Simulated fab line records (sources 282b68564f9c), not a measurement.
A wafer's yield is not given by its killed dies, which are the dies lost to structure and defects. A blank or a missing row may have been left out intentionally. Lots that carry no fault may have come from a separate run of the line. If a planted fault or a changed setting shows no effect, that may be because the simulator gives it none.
fab line records | flow rit-cmos
[record] lots = 6 wafers = 18 last-day = 7
route steps=202 shown REOX@99 NLDD@103 PLDD@114 SPACER@125 NSD@131 M1@202
lots that met no fault: taken from a fault-free run of the same line
start-h: hours from the record's first day to the start of the lot's first wafer shown | wait-h: hours since the lot's step before | " repeats the value in the row above | L1.1+2: a single row standing in for several wafers | - no value present, or no start provided | * or withheld: withheld | < > ~ a bound
route shown NAME@n: a module of which the file shows steps, and the number in the route of the first | usual: the fault-free wafers' mean and standard deviation | same: alike in all rows | chamber/n: place in a boat | sites: readings site by site | _std_site: the standard deviation of these | _edge_site: the outer-site mean with the inner-site mean subtracted | radius-mm: for every site, how far away it sits from the centre of the wafer | mask NAME#n: copy n | behind: the last tool/chamber to shape the wafer | hold: reason for holding the lot/hours on hold/outcome of the hold | device: which transistor (n, p or np) failed to switch | end of line: the route-end tests of the same wafers | for a step that has no rows: nothing shown but its recipe | killed: count of dies lost to structure and defects at first sort (not the wafer's yield) | map: per-die view of a wafer (x killed, . not killed, _ where there is no die)
set.NAME: the run value of the setting; set.NAME@STEP: its run value at that earlier step | model.NAME: the simulator's own value behind a step, which no gauge read
lots at some steps of the route; a table a step, a row a wafer
services: a tool's chamber out of use, with start hour (start-h, from the record's first day; less than 0 if before it), hours out, and reason
[[steps]]
[step RIT_REOX_CLEAN_01]
[recipe] chemistry = dHF dilution = 50:1 time-s = 30
[step RIT_REOX_CLEAN_02]
[recipe] chemistry = SC2 mix = 3:3:50 time-s = 600 temp-c = 75 dry = n2-spin
[step RIT_REOX_OXIDATION_03]
[recipe] temp-c = 900 ambient = O2 target-thk-a = 252 ox-time-s = 5580
[step RIT_REOX_THK_MEAS_04]
[recipe] reads = SiO2_of_REOX_OXIDATION_03
[usual] REOX_OXIDE_THK = 25.0/0.56
// columns lot.wafer tool chamber start-h wait-h REOX_OXIDE_THK[nm]
L894.1 film-metro-02 - 66.38 0.0 25.0
L894.2 " - " " 25.2
L894.6 " - " " 24.6
L895.1 film-metro-03 - 69.60 0.0 23.8
L895.3 " - " " 24.2
L895.4 " - " " 24.6
L905.1 film-metro-03 - 121.65 0.0 24.2
L905.2 " - " " 23.9
L905.5 " - " " 24.0
L907.2 film-metro-04 - 129.61 0.0 26.0
L907.3 " - " " 25.9
L907.4 " - " " 25.9
L908.3 film-metro-03 - 132.11 0.0 25.6
L908.4 " - " " 25.6
L908.5 " - " " 25.1
L909.3 film-metro-04 - 141.54 0.0 25.2
L909.4 " - " " 24.7
L909.6 " - " " 25.0
[step RIT_NLDD_HMDS_00]
[recipe] prime-time-s = 60 prime-temp-c = 140
[step RIT_NLDD_COAT_01]
[recipe] resist = NOVOLAK spin-rpm = 3250 resist-thk-nm = 1013
[step RIT_NLDD_SOFTBAKE_02]
[recipe] resist = NOVOLAK temp-c = 90 time-s = 60
[step RIT_NLDD_EXPOSE_03]
[recipe] mask-id = M7 na = 0.57 target-cd-nm = 40700 dose-mj = 250
[step RIT_NLDD_PEB_04]
[recipe] resist = NOVOLAK temp-c = withheld time-s = withheld
[step RIT_NLDD_DEVELOP_05]
[recipe] resist = NOVOLAK develop-time-s = 50 dev-temp-c = 23
[step RIT_NLDD_OVL_MEAS_06]
[usual] NLDD_OVL = -0.7/1.5
// columns lot.wafer tool chamber start-h wait-h NLDD_OVL[nm]
L894.1 overlay-02 - 67.41 - 0.9
L894.2 " - " " 2.1
L894.6 " - " " 0.0
L895.1 overlay-01 - 70.65 - -1.5
L895.3 " - " " 0.0
L895.4 " - " " -0.9
L905.1 overlay-01 - 122.56 - -1.3
L905.2 " - " " -2.4
L905.5 " - " " -0.7
L907.2 overlay-01 - 130.74 - -1.1
L907.3 " - " " -1.7
L907.4 " - " " -1.2
L908.3 overlay-02 - 133.17 - -1.3
L908.4 " - " " 0.1
L908.5 " - " " -1.1
L909.3 overlay-02 - 142.56 - -0.8
L909.4 " - " " -1.8
L909.6 " - " " -0.5
[step RIT_NLDD_HARDBAKE_07]
[recipe] resist = NOVOLAK temp-c = 140 time-s = 60
[step RIT_NLDD_IMPLANT_08]
[recipe] species = P energy-kev = 20 dose-cm2 = 5e+14 tilt-deg = 7
[usual] beam-energy-keV = 19.999/0.0064 dose-ions-cm2 = 5e+14/5e+11
// columns lot.wafer tool chamber start-h wait-h beam-energy-keV dose-ions-cm2 model.implant.rp-nm model.implant.drp-nm
L894.1 implanter-03 0 67.60 0.1 19.987 5.003e+14 27.29 12.97
L894.2 " 0 " " 19.995 4.999e+14 27.29 12.97
L894.6 " 0 " " 19.981 5.002e+14 27.29 12.97
L895.1 implanter-02 0 70.84 0.1 19.999 5.007e+14 27.49 12.97
L895.3 " 0 " " 19.993 5.002e+14 27.49 12.97
L895.4 " 0 " " 20.008 5.005e+14 27.49 12.97
L905.1 implanter-03 0 122.74 0.1 21.575 4.997e+14 29.07 13.57
L905.2 " 0 " " 21.576 4.998e+14 29.07 13.57
L905.5 " 0 " " 21.575 5.005e+14 29.07 13.57
L907.2 implanter-03 0 130.95 0.1 21.577 5.003e+14 28.07 13.57
L907.3 " 0 " " 21.563 4.993e+14 28.07 13.57
L907.4 " 0 " " 21.570 4.991e+14 28.07 13.57
L908.3 implanter-02 0 133.40 0.1 19.996 5e+14 27.43 12.97
L908.4 " 0 " " 20.001 5.003e+14 27.43 12.97
L908.5 " 0 " " 20.000 5.002e+14 27.43 12.97
L909.3 implanter-02 0 142.79 0.1 19.997 5.007e+14 27.92 12.97
L909.4 " 0 " " 19.985 5.008e+14 27.92 12.97
L909.6 " 0 " " 20.006 5e+14 27.92 12.97
[step RIT_NLDD_STRIP_09]
[recipe] chemistry = O2 time-s = 180 resist = NOVOLAK platen-temp-c = withheld power-w = 500 pressure-mtorr = 4000 o2-flow-sccm = 4000
[usual] drypump-motor-current-A = 5.7/0.62
[same] time-s = 180
// columns lot.wafer tool chamber start-h wait-h drypump-motor-current-A rf-hours-counter-h
L894.1 plasma-asher-03 1 67.75 0.1 5.5 41
L894.2 " 0 " " 5.3 41
L894.6 " 0 " " 5.3 -
L895.1 plasma-asher-03 1 70.99 0.1 5.5 42
L895.3 " 0 " " 5.3 -
L895.4 " 1 " " 5.5 -
L905.1 plasma-asher-04 1 122.89 0.1 6.6 47
L905.2 " 0 " " 5.4 47
L905.5 " 1 " " 6.6 -
L907.2 plasma-asher-03 1 131.07 0.1 5.5 1
L907.3 " 0 " " 5.3 -
L907.4 " 1 " " 5.5 -
L908.3 plasma-asher-01 1 133.56 0.1 6.4 -
L908.4 " 0 " " 4.9 -
L908.5 " 0 " " 4.9 -
L909.3 plasma-asher-04 1 142.95 0.1 6.6 -
L909.4 " 0 " " 5.4 -
L909.6 " 1 " " 6.7 -
[step RIT_NLDD_TW_MEAS_10]
[usual] NLDD_TW = 2472/31
// columns lot.wafer tool chamber start-h wait-h NLDD_TW
L894.1 film-metro-01 - 67.92 0.1 2505
L894.2 " - " " 2508
L894.6 " - " " 2501
L895.1 film-metro-01 - 71.16 0.1 2513
L895.3 " - " " 2512
L895.4 " - " " 2500
L905.1 film-metro-01 - 123.07 0.1 2533
L905.2 " - " " 2545
L905.5 " - " " 2542
L907.2 film-metro-01 - 131.26 0.1 2534
L907.3 " - " " 2542
L907.4 " - " " 2527
L908.3 film-metro-01 - 133.69 0.1 2485
L908.4 " - " " 2494
L908.5 " - " " 2482
L909.3 film-metro-04 - 143.08 0.1 2418
L909.4 " - " " 2420
L909.6 " - " " 2408
[step RIT_PLDD_HMDS_00]
[recipe] prime-time-s = 60 prime-temp-c = 140
[step RIT_PLDD_COAT_01]
[recipe] resist = NOVOLAK spin-rpm = 3250 resist-thk-nm = 1000
[step RIT_PLDD_SOFTBAKE_02]
[recipe] resist = NOVOLAK temp-c = 90 time-s = 60
[step RIT_PLDD_EXPOSE_03]
[recipe] mask-id = M8 na = 0.57 target-cd-nm = 40900 dose-mj = 250
[step RIT_PLDD_PEB_04]
[recipe] resist = NOVOLAK temp-c = withheld time-s = withheld
[step RIT_PLDD_DEVELOP_05]
[recipe] resist = NOVOLAK develop-time-s = 50 dev-temp-c = 23
[step RIT_PLDD_OVL_MEAS_06]
[usual] PLDD_OVL = 1.2/1.5
// columns lot.wafer tool chamber start-h wait-h PLDD_OVL[nm]
L894.1 overlay-01 - 68.83 - 3.2
L894.2 " - " " 1.9
L894.6 " - " " 1.4
L895.1 overlay-02 - 72.20 - -1.3
L895.3 " - " " 0.8
L895.4 " - " " 1.2
L905.1 overlay-02 - 124.15 - 3.4
L905.2 " - " " 3.0
L905.5 " - " " 4.5
L907.2 overlay-01 - 132.29 - 3.0
L907.3 " - " " 2.7
L907.4 " - " " 0.6
L908.3 overlay-02 - 134.59 - 0.4
L908.4 " - " " 1.1
L908.5 " - " " 0.8
L909.3 overlay-01 - 144.11 - -0.7
L909.4 " - " " 0.3
L909.6 " - " " 0.7
[step RIT_PLDD_HARDBAKE_07]
[recipe] resist = NOVOLAK temp-c = 140 time-s = 60
[step RIT_PLDD_IMPLANT_08]
[recipe] species = BF2 energy-kev = 20 dose-cm2 = 9.197e+14 tilt-deg = 7
[step RIT_PLDD_STRIP_09]
[recipe] chemistry = O2 time-s = 180 resist = NOVOLAK platen-temp-c = withheld power-w = 500 pressure-mtorr = 4000 o2-flow-sccm = 4000
[usual] drypump-motor-current-A = 5.6/0.63
[same] time-s = 180
// columns lot.wafer tool chamber start-h wait-h drypump-motor-current-A rf-hours-counter-h
L894.1 plasma-asher-02 0 69.17 0.1 5.4 44
L894.2 " 1 " " 5.1 44
L894.6 " 0 " " 5.4 -
L895.1 plasma-asher-04 0 72.53 0.1 5.4 41
L895.3 " 1 " " 6.6 -
L895.4 " 0 " " 5.4 -
L905.1 plasma-asher-04 1 124.48 0.1 6.7 47
L905.2 " 0 " " 5.4 47
L905.5 " 0 " " 5.4 -
L907.2 plasma-asher-04 0 132.62 0.1 5.4 48
L907.3 " 0 " " 5.4 -
L907.4 " 1 " " 6.6 -
L908.3 plasma-asher-01 0 134.98 0.1 4.9 -
L908.4 " 1 " " 6.4 -
L908.5 " 1 " " 6.4 -
L909.3 plasma-asher-02 0 144.49 0.1 5.4 -
L909.4 " 1 " " 5.1 -
L909.6 " 0 " " 5.4 -
[step RIT_PLDD_TW_MEAS_10]
[usual] PLDD_TW = 2349/28
// columns lot.wafer tool chamber start-h wait-h PLDD_TW
L894.1 film-metro-04 - 69.34 0.1 2296
L894.2 " - " " 2305
L894.6 " - " " 2307
L895.1 film-metro-01 - 72.71 0.1 2355
L895.3 " - " " 2365
L895.4 " - " " 2371
L905.1 film-metro-01 - 124.66 0.1 2370
L905.2 " - " " 2366
L905.5 " - " " 2372
L907.2 film-metro-01 - 132.80 0.1 2365
L907.3 " - " " 2368
L907.4 " - " " 2360
L908.3 film-metro-04 - 135.11 0.1 2292
L908.4 " - " " 2290
L908.5 " - " " 2293
L909.3 film-metro-01 - 144.63 0.1 2353
L909.4 " - " " 2357
L909.6 " - " " 2365
[step RIT_SPACER_CLEAN_00]
[recipe] chemistry = SC1 mix = 3:3:50 time-s = 600 temp-c = 75
[step RIT_SPACER_CLEAN_01]
[recipe] chemistry = dHF dilution = 50:1 time-s = 30
[step RIT_SPACER_CLEAN_02]
[recipe] chemistry = SC2 mix = 3:3:50 time-s = 600 temp-c = 75 dry = n2-spin
[step RIT_SPACER_CVD_03]
[recipe] material = Si3N4 target-thk-nm = 250 temp-c = 810 precursor = SiH2Cl2/NH3 time-s = 3300 pressure-mtorr = 300 sih2cl2-flow-sccm = 60 nh3-flow-sccm = 150
[step RIT_SPACER_THK_MEAS_04]
[recipe] reads = Si3N4_of_SPACER_CVD_03
[usual] SPACER_NITRIDE_THK = 250.9/2.3
// columns lot.wafer tool chamber start-h wait-h SPACER_NITRIDE_THK[nm]
L894.1 film-metro-02 - 71.69 0.0 253.0
L894.2 " - " " 252.6
L894.6 " - " " 251.6
L895.1 film-metro-03 - 75.05 0.0 251.3
L895.3 " - " " 250.7
L895.4 " - " " 252.2
L905.1 film-metro-02 - 127.00 0.0 249.9
L905.2 " - " " 251.3
L905.5 " - " " 250.3
L907.2 film-metro-02 - 135.16 0.0 249.4
L907.3 " - " " 249.2
L907.4 " - " " 249.3
L908.3 film-metro-03 - 137.47 0.0 249.1
L908.4 " - " " 250.3
L908.5 " - " " 249.5
L909.3 film-metro-02 - 146.97 0.0 252.2
L909.4 " - " " 252.9
L909.6 " - " " 254.2
[step RIT_SPACER_ETCHBACK_05]
[recipe] target-depth-a = 2500 SF6_flow_sccm = 30 CHF3_flow_sccm = 30 target = Si3N4 chemistry = SF6/CHF3 pressure-mtorr = 40 rf-w = 250 time-s = 240 stop-on = SiO2
[usual] drypump-motor-current-A = 5.7/0.43 oes-product-au = 0.838/0.015 throttle-valve-pct = 10.29/0.16
[same] time-s = 240
// columns lot.wafer tool chamber start-h wait-h drypump-motor-current-A oes-product-au rf-hours-counter-h throttle-valve-pct
L894.1 rie-diel-01 1 71.75 0.1 5.3 0.853 162 10.30
L894.2 " 2 " " 5.9 0.837 151 10.04
L894.6 " 3 " " 5.7 0.834 - 10.40
L895.1 rie-diel-03 2 75.11 0.1 6.4 0.829 39 9.97
L895.3 " 3 " " 6.3 0.836 30 10.39
L895.4 " 0 " " 6.0 0.845 134 10.41
L905.1 rie-diel-01 2 127.06 0.1 5.9 0.831 153 10.05
L905.2 " 3 " " 5.7 0.830 110 10.41
L905.5 " 2 " " 5.9 0.825 - 10.04
L907.2 rie-diel-04 0 135.21 0.0 5.9 0.831 6 10.45
L907.3 " 1 " " 5.6 0.833 90 10.28
L907.4 " 2 " " 5.4 0.824 40 10.19
L908.3 rie-diel-01 0 137.51 0.0 4.9 0.821 118 10.51
L908.4 " 3 " " 5.7 0.831 110 10.41
L908.5 " 1 " " 5.4 0.864 - 10.30
L909.3 rie-diel-03 2 147.01 0.0 6.4 0.837 40 9.97
L909.4 " 0 " " 6.0 0.846 135 10.41
L909.6 " 1 " " 5.4 0.861 - 10.21
[step RIT_NSD_HMDS_00]
[recipe] prime-time-s = 60 prime-temp-c = 140
[step RIT_NSD_COAT_01]
[recipe] resist = NOVOLAK spin-rpm = 3250 resist-thk-nm = 1000
[step RIT_NSD_SOFTBAKE_02]
[recipe] resist = NOVOLAK temp-c = 90 time-s = 60
[step RIT_NSD_EXPOSE_03]
[recipe] mask-id = M9 na = 0.57 target-cd-nm = 40700 dose-mj = 250
[step RIT_NSD_PEB_04]
[recipe] resist = NOVOLAK temp-c = withheld time-s = withheld
[step RIT_NSD_DEVELOP_05]
[recipe] resist = NOVOLAK develop-time-s = 50 dev-temp-c = 23
[step RIT_NSD_OVL_MEAS_06]
[usual] NSD_OVL = 0.5/1.5
// columns lot.wafer tool chamber start-h wait-h NSD_OVL[nm]
L894.1 overlay-01 - 72.87 - 3.1
L894.2 " - " " 2.7
L894.6 " - " " 1.0
L895.1 overlay-01 - 76.23 - 1.4
L895.3 " - " " 0.0
L895.4 " - " " 1.6
L905.1 overlay-02 - 128.09 - -0.8
L905.2 " - " " -0.8
L905.5 " - " " -1.5
L907.2 overlay-01 - 136.43 - 1.1
L907.3 " - " " 0.9
L907.4 " - " " -0.6
L908.3 overlay-02 - 138.52 - 1.8
L908.4 " - " " 1.2
L908.5 " - " " 0.4
L909.3 overlay-02 - 148.20 - -0.8
L909.4 " - " " -1.2
L909.6 " - " " -0.1
[step RIT_NSD_HARDBAKE_07]
[recipe] resist = NOVOLAK temp-c = 140 time-s = 60
[step RIT_NSD_IMPLANT_08]
[recipe] species = P energy-kev = 25 dose-cm2 = 1e+15 tilt-deg = 7
[step RIT_NSD_STRIP_09]
[recipe] chemistry = O2 time-s = 180 resist = NOVOLAK platen-temp-c = withheld power-w = 500 pressure-mtorr = 4000 o2-flow-sccm = 4000
[usual] drypump-motor-current-A = 5.5/0.45
[same] time-s = 180
// columns lot.wafer tool chamber start-h wait-h drypump-motor-current-A rf-hours-counter-h
L894.1 plasma-asher-04 0 73.21 0.1 5.4 41
L894.2 " 1 " " 6.6 41
L894.6 " 1 " " 6.6 -
L895.1 plasma-asher-04 1 76.57 0.1 6.7 42
L895.3 " 0 " " 5.4 -
L895.4 " 1 " " 6.7 -
L905.1 plasma-asher-02 0 128.43 0.1 5.4 49
L905.2 " 1 " " 5.1 49
L905.5 " 1 " " 5.1 -
L907.2 plasma-asher-03 0 136.76 0.1 5.3 2
L907.3 " 0 " " 5.3 -
L907.4 " 1 " " 5.5 -
L908.3 plasma-asher-02 1 138.91 0.1 5.1 -
L908.4 " 0 " " 5.4 -
L908.5 " 1 " " 5.1 -
L909.3 plasma-asher-02 1 148.58 0.1 5.1 -
L909.4 " 0 " " 5.4 -
L909.6 " 0 " " 5.4 -
[step RIT_SDANNEAL_RS_MEAS_07]
[recipe] thk-meas-gauge = four-point-probe
[usual] NLDD_RS = 151.8/0.47
// columns lot.wafer tool chamber start-h wait-h NLDD_RS[ohm/sq]
L894.1 film-metro-02 - 75.77 0.1 152.3
L894.2 " - " " 152.6
L894.6 " - " " 152.6
L895.1 film-metro-04 - 79.14 0.1 152.0
L895.3 " - " " 152.0
L895.4 " - " " 152.4
L905.1 film-metro-02 - 131.20 0.1 150.4
L905.2 " - " " 150.1
L905.5 " - " " 150.6
L907.2 film-metro-04 - 139.35 0.1 150.1
L907.3 " - " " 150.6
L907.4 " - " " 151.3
L908.3 film-metro-01 - 141.36 0.1 152.7
L908.4 " - " " 152.5
L908.5 " - " " 152.5
L909.3 film-metro-01 - 151.10 0.1 152.0
L909.4 " - " " 151.1
L909.6 " - " " 151.6
[step RIT_M1_PROBE_99]
[usual] killed_at_M0_to_M3 = 0.0/0.2 killed-at-front-end = 6/3.1 killed-dies = 6/3.1 killed-open = 2.9/2 killed-short = 3.3/2
[same] gross-dies = 264 killed_at_M4_up = 0 killed-at-back-side = 0 killed-at-contacts = 0 killed-at-other = 0
// columns lot.wafer tool chamber start-h wait-h killed_at_M0_to_M3 killed-at-front-end killed-dies killed-open killed-short model.etest.nldd.rs-ohm-sq model.etest.nldd.line-ohm-um
L894.1 prober-02 - 82.65 0.1 0 12 12 7 5 384.7 117.8
L894.2 prober-02 - 82.70 0.1 0 7 7 5 2 388.4 120
L894.6 prober-02 - 82.90 0.2 0 14 14 7 7 376.3 115.2
L895.1 prober-01 - 86.03 0.1 0 5 5 1 4 356.3 108.8
L895.3 prober-01 - 86.13 0.2 0 8 8 4 4 359.7 111.6
L895.4 prober-01 - 86.18 0.2 2 2 4 0 2 371.1 115.4
L905.1 prober-01 - 138.20 0.1 0 4 4 3 1 335.7 105.1
L905.2 prober-01 - 138.25 0.1 0 8 8 6 2 331.1 101.3
L905.5 prober-01 - 138.40 0.2 0 3 3 0 3 330.6 101.5
L907.2 prober-01 - 146.38 0.1 0 8 8 3 5 386.6 119.6
L907.3 prober-01 - 146.43 0.2 1 7 8 3 5 385.3 118.3
L907.4 prober-01 - 146.48 0.2 0 6 6 2 4 385.3 121.2
L908.3 prober-02 - 148.48 0.2 0 3 3 1 2 393.3 121.2
L908.4 prober-02 - 148.53 0.2 0 4 4 1 3 389.9 121.8
L908.5 prober-02 - 148.58 0.2 0 2 2 0 2 383 119.8
L909.3 prober-01 - 158.45 0.2 0 10 10 5 5 372.2 113.4
L909.4 prober-01 - 158.50 0.2 0 2 2 0 2 358.7 111.6
L909.6 prober-01 - 158.60 0.2 0 10 10 9 1 368.5 113.8
// killed by level:class
L894.1 GATE:geometric-particle:short=4 FOX1:geometric-particle:open=3 GATE:geometric-particle:open=3 FOX1:geometric-particle:short=1 SPACER:geometric-particle:open=1
L894.2 SILICIDE:geometric-particle:open=2 FOX1:geometric-particle:short=1 FOX1:geometric-particle:open=1 GATE:geometric-particle:open=1 REOX:geometric-particle:open=1 SILICIDE:geometric-particle:short=1
L894.6 SILICIDE:geometric-particle:short=4 FOX1:geometric-particle:open=3 GATE:geometric-particle:short=2 FOX1:geometric-particle:short=1 FOX2:geometric-particle:open=1 GATE:geometric-particle:open=1 REOX:geometric-particle:open=1 SILICIDE:geometric-particle:open=1
L895.1 SPACER:geometric-particle:short=3 GATE:geometric-particle:open=1 GATE:geometric-particle:short=1
L895.3 GATE:geometric-particle:short=4 GATE:geometric-particle:open=3 SPACER:geometric-particle:open=1
L895.4 M1:coat-microbubble-printed=2 GATE:geometric-particle:short=1 SILICIDE:geometric-particle:short=1
L905.1 GATE:geometric-particle:open=2 GATE:geometric-particle:short=1 REOX:geometric-particle:open=1
L905.2 FOX1:geometric-particle:open=2 GATE:geometric-particle:open=2 GATE:geometric-particle:short=2 SILICIDE:geometric-particle:open=2
L905.5 GATE:geometric-particle:short=1 REOX:geometric-particle:short=1 SILICIDE:geometric-particle:short=1
L907.2 GATE:geometric-particle:open=2 REOX:geometric-particle:short=2 SPACER:geometric-particle:short=2 SILICIDE:geometric-particle:open=1 SILICIDE:geometric-particle:short=1
L907.3 FOX1:geometric-particle:short=2 REOX:geometric-particle:short=2 SILICIDE:geometric-particle:open=2 SPACER:geometric-particle:open=1 M1:geometric-particle:short=1
L907.4 FOX2:geometric-particle:open=1 GATE:geometric-particle:short=1 REOX:geometric-particle:short=1 SPACER:geometric-particle:open=1 SPACER:geometric-particle:short=1 SILICIDE:geometric-particle:short=1
L908.3 FOX1:geometric-particle:short=1 GATE:geometric-particle:open=1 SILICIDE:geometric-particle:short=1
L908.4 GATE:geometric-particle:open=1 GATE:geometric-particle:short=1 REOX:geometric-particle:short=1 SILICIDE:geometric-particle:short=1
L908.5 SILICIDE:geometric-particle:short=2
L909.3 FOX2:geometric-particle:short=2 FOX1:geometric-particle:short=1 FOX1:geometric-particle:open=1 FOX2:geometric-particle:open=1 GATE:geometric-particle:open=1 GATE:geometric-particle:short=1 REOX:geometric-particle:open=1 SPACER:geometric-particle:open=1
L909.4 FOX1:geometric-particle:short=1 REOX:geometric-particle:short=1
L909.6 GATE:geometric-particle:open=4 FOX1:geometric-particle:open=2 FOX2:geometric-particle:open=2 REOX:geometric-particle:open=1 SPACER:geometric-particle:short=1
[[services]]
// columns tool chamber start-h hours kind
implanter-03 - 68.10 3.8 repair
plasma-asher-02 - 71.80 14.6 pm
implanter-02 - 82.09 4.3 repair
rie-diel-01 1 86.71 - clean
rie-diel-01 1 86.71 - consumable-replace:esc
rie-diel-01 1 86.71 20.6 scheduled-down
rie-diel-01 1 86.71 20.6 vent-cycle
plasma-asher-03 - 88.64 1.2 repair
rie-diel-03 1 107.85 - clean
rie-diel-03 1 107.85 16.0 scheduled-down
rie-diel-03 1 107.85 16.0 vent-cycle
plasma-asher-03 - 108.75 9.0 pm
plasma-asher-03 0 108.75 9.0 vent-cycle
plasma-asher-03 1 108.75 9.0 vent-cycle
rie-diel-01 2 114.80 1.8 repair
implanter-02 - 116.09 2.6 repair
plasma-asher-03 0 117.75 - clean
plasma-asher-03 1 117.75 - clean
implanter-02 - 118.66 6.6 pm
rie-diel-01 2 144.00 - clean
rie-diel-01 2 144.00 28.4 scheduled-down
rie-diel-01 2 144.00 28.4 vent-cycle
implanter-02 - 145.86 2.5 repair
[[key]]
[first-sign] step = RIT_NLDD_IMPLANT_08 reading = beam-energy-keV direction = up sigmas = 99+ usual = 19.999 struck = 21.573
[effect] step = RIT_NLDD_TW_MEAS_10 reading = NLDD_TW direction = up sigmas = 2.1 usual = 2472 struck = 2537
[effect] step = RIT_SDANNEAL_RS_MEAS_07 reading = NLDD_RS direction = down sigmas = 2.8 usual = 151.8 struck = 150.5
[model-effect] step = RIT_NLDD_IMPLANT_08 value = implant.rp-nm without = 27.15 struck = 28.57
[model-effect] step = RIT_M1_PROBE_99 value = etest.nldd.rs-ohm-sq without = 388.5 struck = 359.1
met-at RIT_NLDD_IMPLANT_08
struck-wafers L905.1,L905.2,L905.5,L907.2,L907.3,L907.4
tester-left-out L905,L907
onset-between 67.60 122.74
[fault] kind = process-parameter-drift tool = implanter-03 chamber = - onset-h = 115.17 steps = RIT_NLDD_IMPLANT_08 channel = energy-kev offset = 1.5705 shape = step end-h = 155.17 acts-in = these-recipes-only stated = 20
// tester-left-out: of these lots the tester's yield and bins aren't shown, on N5 and GAA mostly nor the transistor test; their killed dies are dies lost to structure and defects alone, not to doping, threshold or leakage, so they don't give the yield
